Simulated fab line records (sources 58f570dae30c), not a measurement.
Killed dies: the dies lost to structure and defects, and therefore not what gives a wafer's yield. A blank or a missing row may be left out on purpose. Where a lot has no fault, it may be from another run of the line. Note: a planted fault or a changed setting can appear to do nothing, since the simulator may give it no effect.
Struck lot and sound lot, side by side :: flow berkeley cmos170 :: 24 steps out of a route of 331
Sound: these wafers, L540.3, L540.5, L540.6. Wafers struck: L544.1, L544.4, L544.6. Last of all comes the cause.
Each step with rows lists, per side, the tool, then ch with its chambers, then its first start. Under that, the readings that differ: sound wafers :: struck wafers :: difference of the means :: sigmas: that difference in standard deviations of wafers without a fault.
alike: words and numbers the same on both sides, and readings whose means are apart by under 2 such deviations; not compared: readings that were withheld, readings missing a value for some wafer, numbers with overlapping values and no deviation given by the record, and bounds like >300 which may hide the same value.
Wherever a step has rows on one side only, a row that says differs or no value, or a row with sigmas, the two part there. Numbers that don't overlap but have no deviation are shown without sigmas and don't part them. A reading that every wafer of one side lacks parts them only if that side has two wafers or more.

UCB170_NWELL_ETCH_13: etches Si3N4 in CH3F/Ar/O2, stops on SiO2, target depth 246.4 nm, time 154 s.
  sound on rie diel-03 ch 0,1,2, day 5 08:49; struck on rie diel-02 ch 1,2, day 6 01:13
reading: throttle valve pct (%)
sound: 8.04 8.27 8.30
struck: 7.90 7.84 7.82
difference: -0.35
sigmas: -2
  alike: drypump motor current A, mfc ar sccm, oes product au, rf fwd power W
  not compared: rf hours counter h
after that, 1 step had no rows for these wafers: UCB170_NWELL_IMPLANT_14.
UCB170_NWELL_STRIP_15: strips in O2.
  sound on plasma asher-03 ch 0,1, day 5 09:07; struck on plasma asher-03 ch 0,1, day 6 01:28
  alike: drypump motor current A, oes product au, strip time to endpoint s
  not compared: rf hours counter h
UCB170_NWELL_TW_MEAS_16:
  struck on film metro-02, day 6 01:34; sound on film metro-04, day 5 09:11
reading: NWELL_TW
sound: 1240 1239 1239
struck: 1225 1224 1233
difference: -12
sigmas: -2
then, 6 steps without rows for these wafers: UCB170_NWELL_CLEAN_17 (cleans in SPM, time 600 s); UCB170_NWELL_WET_ETCH_18 (etches Si3N4 in H3PO4, time 14400 s); UCB170_NWELL_WET_ETCH_19 (etches SiO2 in BOE, time 22 s); UCB170_PWELL_CLEAN_00 (cleans in SPM, time 600 s); UCB170_PWELL_CLEAN_01 (cleans in dHF, time 60 s); UCB170_PWELL_OXIDATION_02 (target thk 26.4 nm, ox time 1260 s).
UCB170_PWELL_THK_MEAS_03:
  struck on film metro-03, day 6 11:32; sound on film metro-01, day 5 19:31
  alike: PWELL_OXIDE_THK
then, 1 step without rows for these wafers: UCB170_PWELL_ANNEAL_04 (time 900 s).
UCB170_PWELL_CVD_05: deposits Si3N4 from SiH2Cl2/NH3, target thk 220 nm, time 3300 s.
  sound on lpcvd-01 ch 0, day 6 03:14; struck on lpcvd-01 ch 0, day 6 16:08
reading: sih2cl2 flow sccm (sccm)
sound: 25.02 25.03 25.06
struck: 20.06 20.07 20.06
difference: -4.97
sigmas: -80

reading: model.Si3N4_of_PWELL_CVD_05.thk nm (nm)
sound: 225.3 226.4 224.6
struck: 209.7 211.2 212.3
difference: -14.4
sigmas: 
  alike: zone power load pct
UCB170_PWELL_THK_MEAS_06:
  struck on film metro-01, day 6 18:03; sound on film metro-03, day 6 05:10
reading: PWELL_NITRIDE_THK (nm)
sound: 225.3 226.3 224.7
struck: 209.5 211.3 212.2
difference: -14.4
sigmas: -7
then, 6 steps without rows for these wafers: UCB170_PWELL_HMDS_07 (prime time 60 s); UCB170_PWELL_COAT_08 (resist thk 900 nm); UCB170_PWELL_SOFTBAKE_09 (time 60 s); UCB170_PWELL_EXPOSE_10 (exposes mask PWELL, target cd 3000 nm); UCB170_PWELL_PEB_11; UCB170_PWELL_DEVELOP_12 (develop time 45 s).
UCB170_PWELL_OVL_MEAS_13:
  struck on overlay-02, day 6 19:05; sound on overlay-01, day 6 06:33
  alike: PWELL_OVL
UCB170_PWELL_ETCH_14: etches Si3N4 in CH3F/Ar/O2, stops on SiO2, target depth 242 nm, time 151 s.
  sound on rie diel-01 ch 0,3, day 6 06:35; struck on rie diel-02 ch 0,2, day 6 19:08
reading: rf fwd power W (W)
sound: 453.1 451.1 449.0
struck: 447.3 447.0 449.2
difference: -3.2
sigmas: -2

reading: model.etch.depth nm (nm)
sound: 225.3 226.4 224.6
struck: 209.7 211.2 212.3
difference: -14.4
sigmas: 
  alike: drypump motor current A, mfc ar sccm, oes product au, throttle valve pct
  not compared: rf hours counter h
then, 2 steps without rows for these wafers: UCB170_PWELL_IMPLANT_15; UCB170_M3_PROBE_99.

== WHERE THEY PART ==
Earliest at UCB170_NWELL_ETCH_13; latest, in this record, at UCB170_PWELL_ETCH_14.

WHY: the cause the simulator had injected
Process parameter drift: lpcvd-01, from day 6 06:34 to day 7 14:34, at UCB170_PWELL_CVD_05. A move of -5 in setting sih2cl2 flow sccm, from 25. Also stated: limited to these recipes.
